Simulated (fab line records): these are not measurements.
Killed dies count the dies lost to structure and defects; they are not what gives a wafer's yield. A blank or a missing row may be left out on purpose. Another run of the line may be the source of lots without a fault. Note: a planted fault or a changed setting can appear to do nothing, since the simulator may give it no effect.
A struck lot beside a sound one ; flow berkeley cmos170 ; 17 steps out of a route of 331
Sound: wafers L753.2, L753.3, L753.5. Wafers struck: L763.1, L763.4, L763.6. Last of all comes the cause.
For every step that has rows: the tool of each side, followed by ch and its chambers, followed by its first start. Under that, the readings that differ: sound wafers ; struck wafers ; difference of the means ; sigmas: that difference in standard deviations of wafers without a fault.
alike: same words and numbers on both sides, and readings whose means sit less than 2 such deviations apart. not compared: any withheld reading, any reading some wafer has no value for, any bound like >300 that may hide the same value, and any number with overlapping values for which the record gives no deviation.
Wherever a step has rows on one side only, a row that says differs or no value, or a row with sigmas, the two part there. When numbers do not overlap yet have no deviation, they are printed without sigmas and do not part them. A reading missing from all wafers of one side parts the sides only when that side holds two or more wafers.

UCB170_SDANNEAL_RS_MEAS_04: a four-point-probe measurement.
  sound on film metro-01, day 7 05:48; struck on film metro-03, day 10 05:16
reading;sound;struck;difference;sigmas
PLDD_RS (ohm/sq);1026.5 1025.1 1025.7;1030.5 1034.1 1032.4;+6.6;+2
UCB170_SDANNEAL_RS_MEAS_05: a four-point-probe measurement.
  sound on film metro-01, day 7 05:55; struck on film metro-03, day 10 05:23
reading;sound;struck;difference;sigmas
NLDD_RS (ohm/sq);614.0 615.3 613.5;617.8 617.0 616.5;+2.8;+2
then, 1 step without rows for these wafers: UCB170_SILICIDE_PRE_CLEAN_00 (preclean etch time 60 s).
UCB170_SILICIDE_SPUTTER_01: material Ti, target thk 30 nm, time 25 s.
  sound on pvd sputter-03, day 7 06:05; struck on pvd sputter-02, day 10 05:35
  alike: throttle valve pct
UCB170_SILICIDE_RS_MEAS_02: a four-point-probe measurement.
  sound on film metro-04, day 7 06:08; struck on film metro-04, day 10 05:37
  alike: SILICIDE_TI_RS
UCB170_SILICIDE_THK_MEAS_03: measures by xrf.
  sound on film metro-04, day 7 06:15; struck on film metro-04, day 10 05:44
  alike: SILICIDE_TI_THK
UCB170_SILICIDE_RTA_04: time 15 s.
  sound on rtp anneal-01 ch 0, day 7 06:19; struck on rtp anneal-02 ch 0, day 10 05:48
  alike: lamp power pct, wafer_temp_C_max
then, 3 steps without rows for these wafers: UCB170_SILICIDE_WET_ETCH_05 (etches Ti in SPM, time 45 s); UCB170_CONTACT_CLEAN_00 (cleans in SPM, time 600 s); UCB170_CONTACT_CVD_01 (deposits PSG from SiH4/O2/PH3, target thk 700 nm, time 2820 s).
UCB170_CONTACT_THK_MEAS_02:
  sound on film metro-03, day 7 08:32; struck on film metro-01, day 10 08:09
reading;sound;struck;difference;sigmas
CONTACT_PSG_THK (nm);711 706 708;692 696 698;-13;-2
then, 1 step without rows for these wafers: UCB170_CONTACT_HMDS_03 (prime time 60 s).
UCB170_CONTACT_COAT_04: resist thk 900 nm.
  sound on litho track-02 ch 0, day 7 08:46; struck on litho track-02 ch 0, day 10 08:25
reading;sound;struck;difference;sigmas
spin speed rpm (rpm);1499.8 1498.6 1501.3;1358.1 1358.9 1359.9;-140.9;-99 or more
model.KrF_of_CONTACT_COAT_04.thk nm (nm);902.6 905 902.6;943.2 945.2 942.6;+40.3;
then, 1 step without rows for these wafers: UCB170_CONTACT_SOFTBAKE_05 (time 60 s).
UCB170_CONTACT_STRIP_06: strips in O2.
  sound on plasma asher-03 ch 0,1, day 7 09:02; struck on plasma asher-02 ch 0,1, day 10 08:43
reading;sound;struck;difference;sigmas
strip time to endpoint s (s);22.03 22.09 22.04;23.00 23.05 22.99;+0.96;+12
  alike: drypump motor current A, oes product au
  not compared: rf hours counter h
then, 1 step without rows for these wafers: UCB170_CONTACT_CLEAN_07 (cleans in SPM, time 600 s).
UCB170_M3_PROBE_99:
  the record has rows for the sound wafers here (prober-02, day 8 10:35) and none for the struck ones

== WHERE THEY PART ==
Last at UCB170_M3_PROBE_99 as far as this record goes, first at UCB170_SDANNEAL_RS_MEAS_04.

WHY: what had been put in by the simulator
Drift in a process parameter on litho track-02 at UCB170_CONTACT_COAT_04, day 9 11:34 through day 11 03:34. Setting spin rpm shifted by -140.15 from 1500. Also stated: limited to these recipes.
